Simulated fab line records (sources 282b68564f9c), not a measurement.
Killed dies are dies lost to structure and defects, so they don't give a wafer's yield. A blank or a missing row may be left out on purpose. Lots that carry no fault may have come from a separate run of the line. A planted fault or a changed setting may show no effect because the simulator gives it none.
8D (eight disciplines) problem report, filled in by code ; flow ritCmos ; the parts of the form that need people (team, actions taken, sign-off) are left out

1. PROBLEM STATEMENT
Wafers free of any fault read 347 nm (standard deviation 6.3) for FOX1_OXIDE_THK at RIT_FOX1_THK_MEAS_01, against a mean of 382 nm on 6 wafers of 2 lots. That is +5.5 standard deviations from the usual mean.
Seen first at day 2 12:56 on filmMetro-02, wafer L823.4. The record holds 42 wafers of 14 lots with a number at this step. Rule for "out" (also "out of limits"): further than 4 standard deviations from the usual mean. All remaining wafers that have a number are taken as sound.

2. WHAT IT IS, WHAT IT ISN'T
question;is;is not
which readings at this step;FOX1_OXIDE_THK;-
which lots;L823, L827;L819, L820, L822, L832, L833, L834, L835, L838, L839, L840, L841, L842
which wafers of those lots;all that have a number;-
read on which gauges;filmMetro-01, filmMetro-02;filmMetro-04
when;from day 2 12:56;"up to then (9 sound wafers); but 27 sound wafers of L832, L833, L834, L835, L838, L839, L840, L841, L842 came after"

3. SUSPECTS, AND WHAT RULES EACH OUT
Counting: a tool stays on the suspect list if, at a process step up to the reading, it processed all lots that are out and no sound lot following the first of them.
- ruled out: the gauge at RIT_FOX1_THK_MEAS_01. Those wafers that are out were read across 2 gauges (filmMetro-01, filmMetro-02).
- furnace-02 at RIT_FOX1_OXIDATION_00 (target thk 350.7 nm, ox time 1130 s): ruled out as a lasting fault. The sound lots L839, L840 went through it after L823, its earliest lot that is out (day 2 11:35).
Left after counting: nothing in the record.

4. THE CAUSE (what the simulator had put in)
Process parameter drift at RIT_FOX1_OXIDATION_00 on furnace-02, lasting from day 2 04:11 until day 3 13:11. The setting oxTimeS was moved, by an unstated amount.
It was ruled out by counting, in error; the rule expects a fault to strike all lots run on its tool from its start on, and this fault did not.

5. THE CHAIN OF EFFECTS, in route order
Each row: a reading where the mean over the struck wafers with a number is more than 3 standard deviations away from the usual. Scope: only readings with a usual standard deviation given in the record; hours: median across lots of the time from each lot's start at the first step in this table that gives one to its start at this step; sigmas: change in usual standard deviations.
hours;step;reading;usual;on struck wafers;change;sigmas
0;RIT_FOX1_THK_MEAS_01;FOX1_OXIDE_THK;347 nm;382;+35;+5.5

6. HOW IT WOULD HAVE BEEN CAUGHT EARLIER
In this record the first reading out of limits at a measuring or inspecting step was taken at day 2 12:56, 9 hours after the fault began at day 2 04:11.
Of the tool readings at RIT_FOX1_OXIDATION_00 for which the record gives a usual standard deviation, none was out on any struck wafer, so an alarm limit of 4 standard deviations on them would not have fired.
